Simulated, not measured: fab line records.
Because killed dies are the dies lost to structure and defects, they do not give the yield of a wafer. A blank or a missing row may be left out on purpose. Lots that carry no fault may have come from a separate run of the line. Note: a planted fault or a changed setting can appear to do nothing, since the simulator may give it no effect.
Split-lot experiment | flow berkeley cmos170 | on a route of 331 steps: 5 lots, 23 wafers read

## SPLIT DETAILS
At UCB170_BACKSIDE_COAT_01 (resist thk 900 nm), the setting spin rpm was moved away from the recipe's 1500 rpm on 10 of the 23 wafers read, by -6.3% to +2.0%. For the rest of the wafers, this setting stayed at what the recipe calls for.

Reading taken at the split's own step.

## THE READING
KrF_of_BACKSIDE_COAT_01.thk nm (the simulator's own value, which no gauge read), in nm, at UCB170_BACKSIDE_COAT_01 (resist thk 900 nm). No usual value for it is given in the file. Here, 13 wafers ran the recipe; their average is 899.3 nm with a standard deviation of 2.1 nm.

wafer  | tool, chamber at the split | spin rpm as run, rpm | against the recipe | KrF_of_BACKSIDE_COAT_01.thk nm, nm | against lot-mates on the recipe
L077.2 | litho track-04, 0          | 1500                 | recipe             | 900.2                              | -
L077.3 | litho track-04, 0          | 1442                 | -3.9%              | 916                                | +16.5
L077.4 | litho track-04, 0          | 1500                 | recipe             | 901.2                              | -
L077.5 | litho track-04, 0          | 1442                 | -3.9%              | 917.6                              | +18.1
L077.6 | litho track-04, 0          | 1500                 | recipe             | 897                                | -
L081.1 | litho track-04, 0          | 1426                 | -4.9%              | 923.9                              | +22.8
L081.2 | litho track-04, 0          | 1500                 | recipe             | 900.6                              | -
L081.3 | litho track-04, 0          | 1500                 | recipe             | 899.1                              | -
L081.4 | litho track-04, 0          | 1500                 | recipe             | 903.5                              | -
L081.5 | litho track-04, 0          | 1426                 | -4.9%              | 924.3                              | +23.2
L080.1 | litho track-04, 0          | 1500                 | recipe             | 896.8                              | -
L080.3 | litho track-04, 0          | 1530                 | +2.0%              | 888.3                              | -10.9
L080.4 | litho track-04, 0          | 1530                 | +2.0%              | 890.7                              | -8.4
L080.5 | litho track-04, 0          | 1500                 | recipe             | 901.5                              | -
L080.6 | litho track-04, 0          | 1530                 | +2.0%              | 891.4                              | -7.8
L082.1 | litho track-04, 0          | 1500                 | recipe             | 899.8                              | -
L082.2 | litho track-04, 0          | 1500                 | recipe             | 897                                | -
L082.4 | litho track-04, 0          | 1500                 | recipe             | 896.2                              | -
L083.1 | litho track-01, 0          | 1405                 | -6.3%              | 933.4                              | +34.2
L083.2 | litho track-01, 0          | 1405                 | -6.3%              | 930.6                              | +31.4
L083.3 | litho track-01, 0          | 1500                 | recipe             | 899.1                              | -
L083.5 | litho track-01, 0          | 1405                 | -6.3%              | 929.3                              | +30.1
L083.6 | litho track-01, 0          | 1500                 | recipe             | 899.2                              | -

FIT RESULTS
A straight line over all 23 wafers: KrF_of_BACKSIDE_COAT_01.thk nm changes by -4.91 nm for each +1% of spin rpm; r = -0.99; the points scatter about the line by 1.9 nm.
The same after taking each lot's own level away (the mean of its wafers on the recipe; 23 wafers): -4.84 nm for each +1%; r = -0.99; scatter 1.8 nm.
According to that fit, moving spin rpm by its largest amount changes the reading by 31 nm.
Across the lots, their own levels run from 897.67 to 901.07 nm, a range of 1.6 times the standard deviation given above.
So the lot-to-lot level changes the slope little: the two slopes agree.
Check: for one of the wafers moved furthest among these (-6.3%), held out of the fit, the line's prediction against its lot-mates is +29.9 nm. It came out at +34.2 nm against them.

## OTHER SPLITS APPLIED TO THESE WAFERS
Other splits were also applied to these wafers ahead of the reading. Each is held against what the fit with the lots' levels taken away leaves over:
other split on the same wafers     | wafers away from the commonest value | r with KrF_of_BACKSIDE_COAT_01.thk nm (lot level and that fit taken away)
UCB170_PWELL_CVD_05 time s         | 15                                   | -0.25
UCB170_PWELL_IMPLANT_15 energy kev | 10                                   | +0.06
UCB170_FIELD_OXIDATION_01 temp c   | 13                                   | +0.08
UCB170_PVT_IMPLANT_07 energy kev   | 5                                    | -0.06
UCB170_GATE_COAT_07 spin rpm       | 11                                   | -0.07
UCB170_NLDD_IMPLANT_09 energy kev  | 9                                    | -0.12
UCB170_PSD_IMPLANT_08 energy kev   | 8                                    | -0.16

## THE WHOLE CHAIN: every reading that the file lists as answering this split, in the file's order
step                     | what it does      | reading                                                                         | change (the file's fit)              | r (the file's)
UCB170_BACKSIDE_COAT_01  | resist thk 900 nm | KrF_of_BACKSIDE_COAT_01.thk nm (the simulator's own value, which no gauge read) | -4.81 nm for each +1% of the setting | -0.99
UCB170_BACKSIDE_STRIP_03 | strips in O2      | strip time to endpoint s                                                        | withheld for each +1% of the setting | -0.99

## THE FILE'S OWN FIT
KrF_of_BACKSIDE_COAT_01.thk nm changes by -4.81 nm for each +1% of spin rpm, r = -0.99.
